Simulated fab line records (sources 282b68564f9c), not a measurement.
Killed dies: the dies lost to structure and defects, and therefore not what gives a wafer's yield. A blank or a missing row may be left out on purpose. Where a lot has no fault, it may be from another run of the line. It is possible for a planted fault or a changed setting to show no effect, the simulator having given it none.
Which tool did it? | flow ritCmos | 24 wafers from 8 lots sampled at 3 of the route's 202 steps

WHAT THE GAUGES READ, wafer by wafer
RIT_PWELL_OVL_MEAS_06.
lot  | measured    | on         | PWELL_OVL (nm)
L444 | day 2 04:05 | overlay-01 | 1.9 2.0 2.1
L446 | day 2 13:55 | overlay-01 | 0.8 -1.2 -1.3
L448 | day 3 00:35 | overlay-02 | 1.6 1.2 0.6
L450 | day 3 09:32 | overlay-02 | 0.5 0.5 0.7
L452 | day 3 18:45 | overlay-02 | - - -
L454 | day 4 04:59 | overlay-02 | - - -
L463 | day 6 04:28 | overlay-02 | 2.0 2.6 0.8
L465 | day 6 11:48 | overlay-02 | 0.6 1.3 1.2

WHAT TOOL EACH LOT RAN ON (gives the tool, then ch and the chambers of the sampled wafers, and finally the start)
lot  | RIT_ACTIVE_ETCH_13               | RIT_PWELL_EXPOSE_03
L444 | rieDiel-03 ch 0,2,3, day 1 19:43 | ilineStepper-02 ch 0, day 2 03:40
L446 | rieDiel-04 ch 0,1,2, day 2 05:43 | ilineStepper-02 ch 0, day 2 13:29
L448 | rieDiel-01 ch 0,3, day 2 15:43   | ilineStepper-02 ch 0, day 3 00:09
L450 | rieDiel-04 ch 0,1,2, day 3 01:50 | ilineStepper-02 ch 0, day 3 09:08
L452 | rieDiel-01 ch 1,2, day 3 11:43   | ilineStepper-02 ch 0, day 3 18:21
L454 | rieDiel-03 ch 0,1,2, day 3 21:51 | ilineStepper-02 ch 0, day 4 04:31
L463 | rieDiel-04 ch 0,1, day 5 21:11   | ilineStepper-01 ch 0, day 6 04:04
L465 | rieDiel-03 ch 0,3, day 6 04:43   | ilineStepper-01 ch 0, day 6 11:22
- RIT_ACTIVE_ETCH_13: etches Si3N4 in SF6, stops on SiO2, time 210 s, target depth 210 nm.
- RIT_PWELL_EXPOSE_03: exposes mask M3, target cd 43700 nm.

THE ANSWER, worked out from the rows above alone
Rule: the usual values come from the lots themselves. Put in order of their means at a reading, lots are off if they are a third of the lots or fewer, leave a main group of 4 or more, and stand apart from it by a gap of 3 or more times the standard deviation of the main group's means; of several such gaps the widest counts. If all means in a main group match to the digits the tables above print for the reading, that group is not used. A lot without any number at a reading at which 4 lots or more have one is off too. Any other lot the step has rows for is counted as sound.
Off: L452, L454, seen at RIT_PWELL_OVL_MEAS_06 (PWELL_OVL). Without a number there: L452, L454. Mean 1.0 nm and standard deviation 0.85 in the main group.
If a tool, at a process step before that reading, ran all the lots that are off and no sound lot after the first of them, it fits. The gauges at RIT_PWELL_OVL_MEAS_06 are tried like those tools. One candidate fits, namely ilineStepper-02 at RIT_PWELL_EXPOSE_03. Its last sound lot is L450 (day 3 09:08), its first lot that is off L452 (day 3 18:21): a fault that began between those two fits.

WHAT THE SIMULATOR HAD INSERTED
Scanner matching overlay: ilineStepper-02, from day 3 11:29 on, at RIT_PWELL_EXPOSE_03. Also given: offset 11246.
Shown lots that were struck: L452, L454. The rule above reached the same finding.
